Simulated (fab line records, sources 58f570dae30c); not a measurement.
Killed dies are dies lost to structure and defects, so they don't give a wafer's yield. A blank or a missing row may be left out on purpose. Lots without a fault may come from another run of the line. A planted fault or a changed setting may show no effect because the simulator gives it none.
Which tool did it? | flow berkeley_cmos170 | 13 lots, 39 wafers sampled, at 3 steps of a route of 331

WHAT THE GAUGES READ, wafer by wafer
UCB170_V1_THK_MEAS_04. Usual: V1_POLISHED_THK 1000.5 nm, standard deviation 1.2.
lot  | measured     | on            | V1_POLISHED_THK (nm) | flag
L631 | day 7 23:40  | film_metro-03 | 1000.6 1001.5 1000.4 |
L632 | day 7 23:22  | film_metro-01 | 1000.5 1000.6 1000.6 |
L629 | day 7 23:23  | film_metro-02 | 1000.8 1002.4 1000.1 |
L637 | day 9 05:29  | film_metro-03 | 1000.2 1000.6 1002.1 |
L641 | day 10 00:10 | film_metro-03 | 1000.2 1000.8 999.0  |
L642 | day 10 05:46 | film_metro-02 | 998.4 1000.3 1001.3  |
L643 | day 10 20:53 | film_metro-03 | 1002.0 1000.4 1002.9 |
L645 | day 11 03:23 | film_metro-01 | 1001.0 999.8 999.7   |
L646 | day 11 03:25 | film_metro-02 | 999.2 1002.8 1003.1  |
L647 | day 11 09:50 | film_metro-03 | 1001.8 1000.6 999.9  |
L648 | day 11 22:19 | film_metro-02 | 1001.8 1001.5 1001.6 |
L649 | day 11 21:59 | film_metro-03 | 1000.1 1001.0 1000.6 |
L651 | day 12 06:46 | film_metro-03 | 1003.2 1001.4 1001.2 |

UCB170_M2_OVL_MEAS_16. Usual: M2_OVL -3 nm, standard deviation 5.8.
lot  | measured     | on         | M2_OVL (nm) | flag
L631 | day 8 03:58  | overlay-01 | 0 -1 9      |
L632 | day 8 03:20  | overlay-01 | 4 6 -1      |
L629 | day 8 03:41  | overlay-02 | 9 1 5       |
L637 | day 9 11:15  | overlay-02 | -4 -7 -7    |
L641 | day 10 06:19 | overlay-01 | 0 1 -1      |
L642 | day 10 13:34 | overlay-01 | -4 -11 -12  |
L643 | day 11 05:11 | overlay-02 | 3 -3 8      |
L645 | day 11 10:04 | overlay-01 | -5 -1 -6    |
L646 | day 11 10:21 | overlay-01 | -2 -7 -5    |
L647 | day 11 16:34 | overlay-01 | -7 -18 -14  |
L648 | day 12 04:43 | overlay-01 | -11 0 0     |
L649 | day 12 04:57 | overlay-01 | -1 -7 -7    |
L651 | day 12 11:56 | overlay-02 | -9 -7 -8    |

WHICH TOOL RAN EACH LOT (tool, then ch and the chambers of the sampled wafers, then the start)
lot  | UCB170_SCREENOX_WET_ETCH_00
L631 | wet_bench-02 ch 2, day 5 13:05
L632 | wet_bench-02 ch 0, day 5 13:05
L629 | wet_bench-02 ch 0, day 5 13:09
L637 | wet_bench-01 ch 3, day 7 00:49
L641 | wet_bench-02 ch 3, day 7 18:51
L642 | wet_bench-03 ch 3, day 8 00:27
L643 | wet_bench-02 ch 0, day 8 05:57
L645 | wet_bench-02 ch 1, day 8 21:49
L646 | wet_bench-02 ch 2, day 8 21:49
L647 | wet_bench-02 ch 2, day 8 21:49
L648 | wet_bench-02 ch 2, day 9 18:16
L649 | wet_bench-02 ch 0, day 9 18:16
L651 | wet_bench-02 ch 2, day 10 03:56
- UCB170_SCREENOX_WET_ETCH_00: etches SiO2 in dHF, time 200 s.

WHAT THE TOOLS THEMSELVES READ (means of the sampled wafers that have a number; where no wafer has one, the mark that the record gives instead)
The record holds no such reading with a usual standard deviation.

THE ANSWER, worked out from the rows above alone
Rule: a lot is off if the mean of its wafers that have a number lies more than 3 standard deviations from the usual mean. A lot without any number at a reading at which 4 lots or more have one is off too. The other lots that the step has rows for count as sound. The gauges are gone through in route order, then the tools' own readings, and for those a lot's mean is taken as printed above. The first step at which some lot is off is used, and at that step the reading that is off furthest; a lot without a number counts as furthest.
No lot is off at any reading shown: from this, nothing can be told.

WHAT THE SIMULATOR HAD PUT IN
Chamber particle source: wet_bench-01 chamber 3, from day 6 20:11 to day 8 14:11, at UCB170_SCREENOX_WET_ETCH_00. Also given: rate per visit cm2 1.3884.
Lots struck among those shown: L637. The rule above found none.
